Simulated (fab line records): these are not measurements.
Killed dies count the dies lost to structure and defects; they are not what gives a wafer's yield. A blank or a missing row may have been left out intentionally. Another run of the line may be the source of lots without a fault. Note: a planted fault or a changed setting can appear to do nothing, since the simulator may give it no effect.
Which tool is to blame? :: flow berkeley-cmos170 :: Sampling: 13 lots, 39 wafers, 4 of 331 route steps

WHAT THE GAUGES READ, wafer by wafer
UCB170_V2_OVL_MEAS_13. Usual: for V2_OVL the level is 2 nm and the standard deviation is 5.5.
lot: L809
measured: day 8 02:55
on: overlay-01
V2_OVL (nm): -4 -6 -4
flag: 

lot: L811
measured: day 8 08:47
on: overlay-02
V2_OVL (nm): -1 -5 -6
flag: 

lot: L812
measured: day 8 14:53
on: overlay-02
V2_OVL (nm): 4 5 10
flag: 

lot: L814
measured: day 9 06:25
on: overlay-01
V2_OVL (nm): -3 -3 2
flag: 

lot: L816
measured: day 9 08:07
on: overlay-01
V2_OVL (nm): -8 -11 -10
flag: 

lot: L817
measured: day 9 18:51
on: overlay-02
V2_OVL (nm): 8 2 1
flag: 

lot: L819
measured: day 10 02:45
on: overlay-02
V2_OVL (nm): -3 8 1
flag: 

lot: L821
measured: day 10 03:04
on: overlay-02
V2_OVL (nm): 14 10 4
flag: 

lot: L818
measured: day 10 03:15
on: overlay-01
V2_OVL (nm): 7 8 6
flag: 

lot: L823
measured: day 10 14:16
on: overlay-02
V2_OVL (nm): 4 2 3
flag: 

lot: L825
measured: day 11 06:43
on: overlay-02
V2_OVL (nm): 3 6 -6
flag: 

lot: L830
measured: day 11 18:58
on: overlay-02
V2_OVL (nm): 7 10 7
flag: 

lot: L831
measured: day 12 06:07
on: overlay-01
V2_OVL (nm): -2 -1 2
flag: 

UCB170_V2_CD_MEAS_90: target cd 700 nm. Usual: cd-nm at 700.3 nm, with a standard deviation of 2.1.
lot: L809
measured: day 8 03:14
on: cd-sem-01
cd-nm (nm): 699.7 701.7 702.2
flag: 

lot: L811
measured: day 8 09:06
on: cd-sem-02
cd-nm (nm): 702.0 699.0 703.5
flag: 

lot: L812
measured: day 8 15:45
on: cd-sem-02
cd-nm (nm): 696.0 695.8 697.1
flag: 

lot: L814
measured: day 9 06:44
on: cd-sem-01
cd-nm (nm): 700.9 703.3 703.2
flag: 

lot: L816
measured: day 9 08:27
on: cd-sem-01
cd-nm (nm): 699.8 700.7 700.1
flag: 

lot: L817
measured: day 9 19:11
on: cd-sem-01
cd-nm (nm): 699.4 699.2 699.7
flag: 

lot: L819
measured: day 10 03:04
on: cd-sem-02
cd-nm (nm): 698.9 701.5 700.4
flag: 

lot: L821
measured: day 10 03:26
on: cd-sem-02
cd-nm (nm): 699.4 700.9 699.9
flag: 

lot: L818
measured: day 10 03:34
on: cd-sem-01
cd-nm (nm): 702.9 702.7 699.9
flag: 

lot: L823
measured: day 10 14:35
on: cd-sem-01
cd-nm (nm): 698.6 699.4 697.9
flag: 

lot: L825
measured: day 11 07:02
on: cd-sem-01
cd-nm (nm): 700.6 704.1 701.1
flag: 

lot: L830
measured: day 11 19:20
on: cd-sem-01
cd-nm (nm): 701.2 701.8 698.2
flag: 

lot: L831
measured: day 12 06:26
on: cd-sem-02
cd-nm (nm): 699.5 702.8 701.2
flag: 

WHICH TOOL RAN EACH LOT (tool, then ch and the chambers of the sampled wafers, then the start)
lot: L809
UCB170_M2_ETCH_17: rie-diel-04 ch 0,1,3, day 8 00:11
UCB170_V2_CVD_00: pecvd-02 ch 1,2, day 8 00:38

lot: L811
UCB170_M2_ETCH_17: rie-diel-03 ch 2,3, day 8 06:23
UCB170_V2_CVD_00: pecvd-03 ch 1,2, day 8 06:50

lot: L812
UCB170_M2_ETCH_17: rie-diel-03 ch 0,2, day 8 11:14
UCB170_V2_CVD_00: pecvd-04 ch 0,1,2, day 8 11:48

lot: L814
UCB170_M2_ETCH_17: rie-diel-04 ch 1,2, day 9 04:07
UCB170_V2_CVD_00: pecvd-04 ch 1,2, day 9 04:34

lot: L816
UCB170_M2_ETCH_17: rie-diel-02 ch 1,2,3, day 9 05:29
UCB170_V2_CVD_00: pecvd-04 ch 1,2, day 9 05:56

lot: L817
UCB170_M2_ETCH_17: rie-diel-02 ch 1,2,3, day 9 12:16
UCB170_V2_CVD_00: pecvd-02 ch 0,2, day 9 12:47

lot: L819
UCB170_M2_ETCH_17: rie-diel-03 ch 0,1,2, day 10 00:10
UCB170_V2_CVD_00: pecvd-03 ch 0,1,2, day 10 00:37

lot: L821
UCB170_M2_ETCH_17: rie-diel-04 ch 0,2, day 10 00:23
UCB170_V2_CVD_00: pecvd-04 ch 0,2, day 10 00:55

lot: L818
UCB170_M2_ETCH_17: rie-diel-03 ch 1,2, day 10 00:50
UCB170_V2_CVD_00: pecvd-02 ch 1,2, day 10 01:17

lot: L823
UCB170_M2_ETCH_17: rie-diel-03 ch 1,2,3, day 10 11:30
UCB170_V2_CVD_00: pecvd-02 ch 0,1,2, day 10 11:57

lot: L825
UCB170_M2_ETCH_17: rie-diel-04 ch 0,1,3, day 11 04:00
UCB170_V2_CVD_00: pecvd-04 ch 0,1, day 11 04:28

lot: L830
UCB170_M2_ETCH_17: rie-diel-02 ch 0,2,3, day 11 15:07
UCB170_V2_CVD_00: pecvd-03 ch 0,1,2, day 11 15:38

lot: L831
UCB170_M2_ETCH_17: rie-diel-02 ch 0,1,2, day 12 03:28
UCB170_V2_CVD_00: pecvd-03 ch 0,1,2, day 12 03:55
- UCB170_M2_ETCH_17: etches BARC in N2/H2.
- UCB170_V2_CVD_00: deposits SiO2 from TEOS/O2, target thk 2000 nm, time 250 s.

WHAT THE TOOLS THEMSELVES READ (means of the sampled wafers that have a number; where no wafer has one, the mark that the record gives instead)
UCB170_M2_ETCH_17. Usual: drypump-motor-current-A 5.7 A, standard deviation 0.4; h2-flow-sccm 200.0 sccm, standard deviation 0.59; oes-product-au 0.996 a.u., standard deviation 0.02; rf-fwd-power-W 494.5 W, standard deviation 2; throttle-valve-pct 13.30 %, standard deviation 0.14.
lot: L809
tool: rie-diel-04
drypump-motor-current-A (A): 6.0
h2-flow-sccm (sccm): 199.8
oes-product-au (a.u.): 1.010
rf-fwd-power-W (W): 494.6
throttle-valve-pct (%): 13.30
flag: 

lot: L811
tool: rie-diel-03
drypump-motor-current-A (A): 6.1
h2-flow-sccm (sccm): 200.1
oes-product-au (a.u.): 0.999
rf-fwd-power-W (W): 496.1
throttle-valve-pct (%): 13.51
flag: 

lot: L812
tool: rie-diel-03
drypump-motor-current-A (A): 5.9
h2-flow-sccm (sccm): 199.7
oes-product-au (a.u.): 0.995
rf-fwd-power-W (W): 494.2
throttle-valve-pct (%): 13.13
flag: 

lot: L814
tool: rie-diel-04
drypump-motor-current-A (A): 5.6
h2-flow-sccm (sccm): 199.3
oes-product-au (a.u.): 1.004
rf-fwd-power-W (W): 494.9
throttle-valve-pct (%): 13.32
flag: 

lot: L816
tool: rie-diel-02
drypump-motor-current-A (A): 5.2
h2-flow-sccm (sccm): 200.4
oes-product-au (a.u.): 0.989
rf-fwd-power-W (W): 495.7
throttle-valve-pct (%): 13.35
flag: 

lot: L817
tool: rie-diel-02
drypump-motor-current-A (A): 5.2
h2-flow-sccm (sccm): 199.9
oes-product-au (a.u.): 0.992
rf-fwd-power-W (W): 493.7
throttle-valve-pct (%): 13.34
flag: 

lot: L819
tool: rie-diel-03
drypump-motor-current-A (A): 6.0
h2-flow-sccm (sccm): 199.5
oes-product-au (a.u.): 0.996
rf-fwd-power-W (W): 494.4
throttle-valve-pct (%): 13.26
flag: 

lot: L821
tool: rie-diel-04
drypump-motor-current-A (A): 5.9
h2-flow-sccm (sccm): 200.4
oes-product-au (a.u.): 1.020
rf-fwd-power-W (W): 493.6
throttle-valve-pct (%): 13.17
flag: 

lot: L818
tool: rie-diel-03
drypump-motor-current-A (A): 6.1
h2-flow-sccm (sccm): 199.5
oes-product-au (a.u.): 1.000
rf-fwd-power-W (W): 495.1
throttle-valve-pct (%): 13.34
flag: 

lot: L823
tool: rie-diel-03
drypump-motor-current-A (A): 6.1
h2-flow-sccm (sccm): 200.7
oes-product-au (a.u.): 0.926
rf-fwd-power-W (W): 427.4
throttle-valve-pct (%): 13.46
flag: OFF

lot: L825
tool: rie-diel-04
drypump-motor-current-A (A): 6.0
h2-flow-sccm (sccm): 200.3
oes-product-au (a.u.): 1.018
rf-fwd-power-W (W): 493.9
throttle-valve-pct (%): 13.31
flag: 

lot: L830
tool: rie-diel-02
drypump-motor-current-A (A): 5.3
h2-flow-sccm (sccm): 199.8
oes-product-au (a.u.): 0.990
rf-fwd-power-W (W): 494.8
throttle-valve-pct (%): 13.33
flag: 

lot: L831
tool: rie-diel-02
drypump-motor-current-A (A): 5.3
h2-flow-sccm (sccm): 199.8
oes-product-au (a.u.): 0.995
rf-fwd-power-W (W): 492.1
throttle-valve-pct (%): 13.33
flag: 

UCB170_V2_CVD_00. Usual: heater-power-w at 240 W, with a standard deviation of 54.
lot: L809
tool: pecvd-02
heater-power-w (W): 212
flag: 

lot: L811
tool: pecvd-03
heater-power-w (W): 265
flag: 

lot: L812
tool: pecvd-04
heater-power-w (W): 226
flag: 

lot: L814
tool: pecvd-04
heater-power-w (W): 261
flag: 

lot: L816
tool: pecvd-04
heater-power-w (W): 235
flag: 

lot: L817
tool: pecvd-02
heater-power-w (W): 251
flag: 

lot: L819
tool: pecvd-03
heater-power-w (W): 259
flag: 

lot: L821
tool: pecvd-04
heater-power-w (W): 273
flag: 

lot: L818
tool: pecvd-02
heater-power-w (W): 199
flag: 

lot: L823
tool: pecvd-02
heater-power-w (W): 250
flag: 

lot: L825
tool: pecvd-04
heater-power-w (W): 212
flag: 

lot: L830
tool: pecvd-03
heater-power-w (W): 256
flag: 

lot: L831
tool: pecvd-03
heater-power-w (W): 216
flag: 

THE ANSWER, worked out from the rows above alone
Rule: take the mean of a lot's wafers that have a number; if it is more than 3 standard deviations from the usual mean, the lot is off. Also off: a lot with no number at a reading for which 4 or more lots have one. All remaining lots with rows at the step are treated as sound. First the gauges in route order, then the tools' own readings, where a lot's mean is used as printed above. At the first step where some lot is off, the reading lying furthest off is the one used; lots without a number count as furthest.
Off: L823, at UCB170_M2_ETCH_17 (rf-fwd-power-W).
A tool fits if, at that step or a process step before it, it ran every lot that is off, and no sound lot after the first of them. One candidate fits, namely rie-diel-03 at UCB170_M2_ETCH_17. A fault onset in the window from L818 (day 10 00:50, its last sound lot) to L823 (day 10 11:30, its first lot off) fits.
The tool's own readings at UCB170_M2_ETCH_17 bear it out: on the lots that are off they differ by more than 5 times the standard deviation of the sound lots' means. oes-product-au reads 0.926 a.u. there against 1.001 a.u. on the sound lots; rf-fwd-power-W reads 427.4 W there against 494.4 W on the sound lots.

WHAT THE SIMULATOR PUT IN
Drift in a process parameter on rie-diel-03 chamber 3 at UCB170_M2_ETCH_17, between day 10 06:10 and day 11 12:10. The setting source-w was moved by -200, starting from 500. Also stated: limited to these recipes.
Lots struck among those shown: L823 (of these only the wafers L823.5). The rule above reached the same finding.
